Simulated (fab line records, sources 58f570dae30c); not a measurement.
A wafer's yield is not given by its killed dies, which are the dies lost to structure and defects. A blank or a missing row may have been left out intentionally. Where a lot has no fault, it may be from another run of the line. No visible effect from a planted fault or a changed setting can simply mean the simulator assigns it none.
Chamber matching ; flow berkeleyCmos170 ; 4 sister chambers for UCB170_GATE_ETCH_14 on rieDiel-02
The step etches BARC in N2/H2. 14 wafers are shown with their chamber, then 7 later ones without.

## WAFERS, EACH WITH ITS CHAMBER
wafer;chamber;drypumpMotorCurrentA (A);throttleValvePct (%);oesProductAu (a.u.)
L269.1;1;6.3;13.21;0.939
L269.2;3;5.9;13.03;0.970
L269.6;3;5.9;13.03;0.982
L274.1;0;6.0;13.12;0.974
L274.3;3;5.9;13.02;0.977
L274.6;2;5.6;13.17;0.960
L281.2;0;6.0;13.13;0.970
L281.3;1;6.3;13.21;0.952
L281.5;0;6.0;13.11;0.971
L283.4;3;6.0;13.02;0.978
L283.5;1;6.3;13.23;0.932
L283.6;0;6.0;13.11;0.973
L290.1;3;6.0;13.03;0.976
L290.3;0;6.0;13.12;0.986

SIGNATURES, as means of the wafers listed above
reading;chamber 0;chamber 1;chamber 2;chamber 3;scatter within a chamber
drypumpMotorCurrentA;6.000;6.300;5.600;5.940;0.0346
throttleValvePct;13.1180;13.2167;13.1700;13.0260;0.00816
oesProductAu;0.97480;0.94100;0.96000;0.97660;0.00669
Rule: a wafer's distance from a chamber is the root of the sum, over the readings, of the square of ((its reading less the chamber's mean) divided by the reading's scatter). The wafer belongs to the nearest chamber; if the next one is less than 2 further off, it can't be placed. The scatter: take each reading less its chamber's mean, square it, sum over the shown wafers, divide by the number of wafers less the number of chambers, and take the root.

## WAFERS MISSING THEIR CHAMBER
wafer;drypumpMotorCurrentA (A);throttleValvePct (%);oesProductAu (a.u.)
L290.5;6.3;13.23;0.951
L292.2;6.0;13.01;0.976
L292.4;6.3;13.22;0.954
L292.6;6.0;13.13;0.976
L291.1;6.0;13.12;0.972
L291.3;6.3;13.22;0.938
L291.4;6.3;13.21;0.954

## EACH ONE'S CHAMBER
wafer;from the rows above;in truth
L290.5;1;1
L292.2;3;3
L292.4;1;1
L292.6;0;0
L291.1;0;0
L291.3;1;1
L291.4;1;1
Correctly placed: 7 of 7. Number that these rows cannot place: 0. Wrongly placed: 0.
